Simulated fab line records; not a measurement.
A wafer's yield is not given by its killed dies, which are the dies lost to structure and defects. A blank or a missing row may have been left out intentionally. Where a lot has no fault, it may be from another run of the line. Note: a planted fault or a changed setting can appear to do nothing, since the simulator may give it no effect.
2 desks looking at one fault ; flow berkeleyCmos170 ; only its own numbers are on each desk; what lay behind them is given at the end

## THE METROLOGY DESK
Means of the sampled wafers that have a number, per lot and without regard to the tool the lot ran on: this is what the gauges read. The brackets show how far a lot's mean lies from the usual mean; more than 4 standard deviations puts the lot out of limits, marked OUT.
Columns: A = GATE_POLY_THK at UCB170_GATE_THK_MEAS_05, usual 213.1 nm; B = cdNm at UCB170_PLDD_CD_MEAS_06, usual 1200.2 nm; C = NLDD_TW at UCB170_NLDD_TW_MEAS_11, usual 2227; D = NLDD_RS at UCB170_SDANNEAL_RS_MEAS_05, usual 615.7 ohm/sq
lot;first seen here;A;B;C;D
L262;day 6 05:30;213.9;1201.1;2233;615.3
L263;day 6 05:30;214.8;1200.3;2221;614.8
L264;day 6 05:30;213.1;1200.5;2230;619.8
L266;day 6 17:59;212.3;1201.9;2236;616.5
L265;day 7 07:01;209.8;1200.0;2243;614.0
L269;day 7 07:01;213.3;1200.1;2216;616.7
L270;day 7 22:32;210.7;1200.5;2213;615.1
L272;day 8 07:29;210.6;1201.0;2220;617.5
L278;day 9 05:07;217.8;1199.4;2230;614.7
L275;day 9 05:07;211.3;1200.0;2244;616.4
L276;day 9 05:12;211.8;1201.6;2131 (-7.4) OUT;693.5 (+46) OUT
L282;day 10 02:51;216.5;1198.1;2239;614.5
L280;day 10 02:52;216.2;1197.0;2111 (-8.9) OUT;693.4 (+46) OUT
L284;day 10 23:41;213.4;1202.6;2225;617.6
This desk finds L276, L280 out of limits, with the earliest case on L276 at day 9 11:50 (NLDD_TW at UCB170_NLDD_TW_MEAS_11). In limits: L262, L263, L264, L266, L265, L269, L270, L272, L278, L275, L282, L284.

## THE TOOL OWNER'S DESK: implanter-02
For each lot that ran on this tool, the mean over its sampled wafers that have a number, from the tool's own readings at UCB170_NLDD_IMPLANT_08. The brackets show how far a lot's mean lies from the usual mean; more than 4 standard deviations puts the lot out of limits, marked OUT.
Columns: A = doseIonsCm2 at UCB170_NLDD_IMPLANT_08, usual 5e+13; B = faradayCurrentUA at UCB170_NLDD_IMPLANT_08, usual 159
lot;first seen here;A;B
L263;day 6 13:37;5e+13;158
L269;day 7 13:37;5e+13;162
L272;day 8 12:20;5e+13;156
L276;day 9 11:29;3e+13 (-99 or more) OUT;106 (-17) OUT
L280;day 10 08:25;3e+13 (-99 or more) OUT;105 (-17) OUT
This desk finds L276, L280 out of limits, L276 being first, at day 9 11:29 (doseIonsCm2 at UCB170_NLDD_IMPLANT_08). In limits: L263, L269, L272.

## ALL TOGETHER
At day 9 11:29, on L276, L280, the tool owner's desk was in a position to raise an alarm.
The metrology desk could have raised an alarm at day 9 11:50, on L276, L280.
Every lot named ran UCB170_NLDD_IMPLANT_08 on implanter-02.

## WHAT THE SIMULATOR HAD PUT IN
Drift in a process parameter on implanter-02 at UCB170_NLDD_IMPLANT_08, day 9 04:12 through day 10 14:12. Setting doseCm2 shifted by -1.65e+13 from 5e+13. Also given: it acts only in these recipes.
Shown lots that were struck: L276, L280.
Delay (hours) between the fault's onset and each desk's first out-of-limits reading: 7 at the tool owner's desk, 8 at the metrology desk.
